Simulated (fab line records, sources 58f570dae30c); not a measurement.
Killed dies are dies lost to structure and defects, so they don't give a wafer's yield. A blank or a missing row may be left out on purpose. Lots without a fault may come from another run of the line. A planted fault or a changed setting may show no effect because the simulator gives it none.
A struck lot beside a sound one | flow berkeley_cmos170 | 19 steps out of a route of 331
Sound: wafers L322.2, L322.3, L322.4. Struck: wafers L330.3, L330.4, L330.6. The cause comes at the end.
At each step with rows: each side's tool, then ch and its chambers, then its first start. Under that, the readings that differ: sound wafers | struck wafers | difference of the means | sigmas: that difference in standard deviations of wafers without a fault.
alike: readings whose means differ by less than 2 such deviations, and words and numbers that are the same on both sides. not compared: withheld readings, readings that some wafer has no value for, bounds like >300 that may hide the same value, and numbers for which the record gives no deviation and whose values overlap.
The two part at a step that has a row with sigmas, a row that says differs or no value, or rows on one side only. Numbers that don't overlap but have no deviation are shown without sigmas and don't part them. A reading that every wafer of one side lacks parts them only if that side has two wafers or more.

first, 2 steps without rows for these wafers: UCB170_GATE_ANNEAL_03 (time 1800 s); UCB170_GATE_CVD_04 (deposits poly-Si from SiH4, time 1440 s, target thk 214 nm).
UCB170_GATE_THK_MEAS_05:
  sound on film_metro-03, day 8 16:31; struck on film_metro-01, day 10 13:57
  reading            | sound             | struck            | difference | sigmas
  GATE_POLY_THK (nm) | 209.4 211.0 211.2 | 216.8 217.0 216.7 | +6.3       | +2
then, 6 steps without rows for these wafers: UCB170_GATE_COAT_06; UCB170_GATE_COAT_07 (resist thk 900 nm); UCB170_GATE_SOFTBAKE_08 (time 60 s); UCB170_GATE_EXPOSE_09 (exposes mask POLY, target cd 350 nm); UCB170_GATE_PEB_10; UCB170_GATE_DEVELOP_11 (develop time 45 s).
UCB170_GATE_CD_MEAS_12: target cd 350 nm.
  sound on cd_sem-02, day 8 18:11; struck on cd_sem-02, day 10 15:12
  alike: cd_nm
UCB170_GATE_OVL_MEAS_13:
  sound on overlay-01, day 8 18:17; struck on overlay-01, day 10 15:17
  alike: GATE_OVL
UCB170_GATE_ETCH_14: etches BARC in N2/H2.
  sound on rie_diel-02 ch 0,1,2, day 8 18:19; struck on rie_diel-03 ch 0,2, day 10 15:19
  alike: drypump_motor_current_A, oes_product_au, throttle_valve_pct
UCB170_GATE_ETCH_15: etches poly-Si in HBr/Cl2, stops on SiO2, time 56.3 s, target depth 278.2 nm.
  sound on rie_si-01 ch 0,1,3, day 8 18:22; struck on rie_si-02 ch 1,2, day 10 15:22
  reading                               | sound             | struck          | difference | sigmas
  model.KrF_of_GATE_COAT_07.thk_nm (nm) | 772.2 776.9 775.9 | 797.8 801 801.1 | +25.0      |
  model.GATE.feature_depth_nm (nm)      | 209.3 211 211.2   | 217 213.3 212.4 | +4         |
  model.etch.depth_nm (nm)              | 209.3 211 211.2   | 217 213.3 212.4 | +4         |
  alike: drypump_motor_current_A, mfc_cl2_sccm, oes_product_au, throttle_valve_pct
  not compared: rf_hours_counter_h
UCB170_GATE_STRIP_16: strips in O2.
  sound on plasma_asher-04 ch 0,1, day 8 18:24; struck on plasma_asher-04 ch 0,1, day 10 15:26
  alike: drypump_motor_current_A, oes_product_au
  not compared: rf_hours_counter_h
UCB170_GATE_CD_MEAS_90: target cd 350 nm.
  sound on cd_sem-01, day 8 18:31; struck on cd_sem-02, day 10 15:33
  alike: cd_nm
then, 1 step without rows for these wafers: UCB170_GATE_CLEAN_17 (cleans in SPM, time 600 s).
UCB170_PLDD_HMDS_00: prime time 60 s.
  sound on litho_track-02 ch 0, day 8 19:30; struck on litho_track-03 ch 0, day 10 15:52
  alike: prime_temp_c
UCB170_PLDD_COAT_01: resist thk 900 nm.
  sound on litho_track-02 ch 0, day 8 19:39; struck on litho_track-03 ch 0, day 10 16:01
  reading                     | sound    | struck | difference | sigmas
  dispense_pressure_kPa (kPa) | 50 50 50 | 43     | -7         | -2
UCB170_M3_PROBE_99:
  sound on prober-01, day 10 14:14; struck on prober-01, day 12 03:50
  reading                      | sound             | struck            | difference | sigmas
  model.etest.pldd.line_ohm_um | 1824 1621 1836    | 1929 2802 2999    | +816       |
  model.etest.pldd.rs_ohm_sq   | 1117 1021 1123    | 1172 1723 1857    | +497       |
  model.etest.nldd.line_ohm_um | 1273 1239 1267    | 1323 1569 1602    | +238       |
  model.etest.nldd.rs_ohm_sq   | 770.5 778.5 781.2 | 809.3 947.9 969.2 | +132.1     |
  not compared: model.etest.nplus_sal.width_nm, model.etest.pplus_sal.width_nm, model.etest.pplus_sal.line_ohm_um, model.etest.nplus_sal.line_ohm_um

WHERE THEY PART
First at UCB170_GATE_THK_MEAS_05; last, within this record, at UCB170_PLDD_COAT_01.

WHY: what the simulator had put in
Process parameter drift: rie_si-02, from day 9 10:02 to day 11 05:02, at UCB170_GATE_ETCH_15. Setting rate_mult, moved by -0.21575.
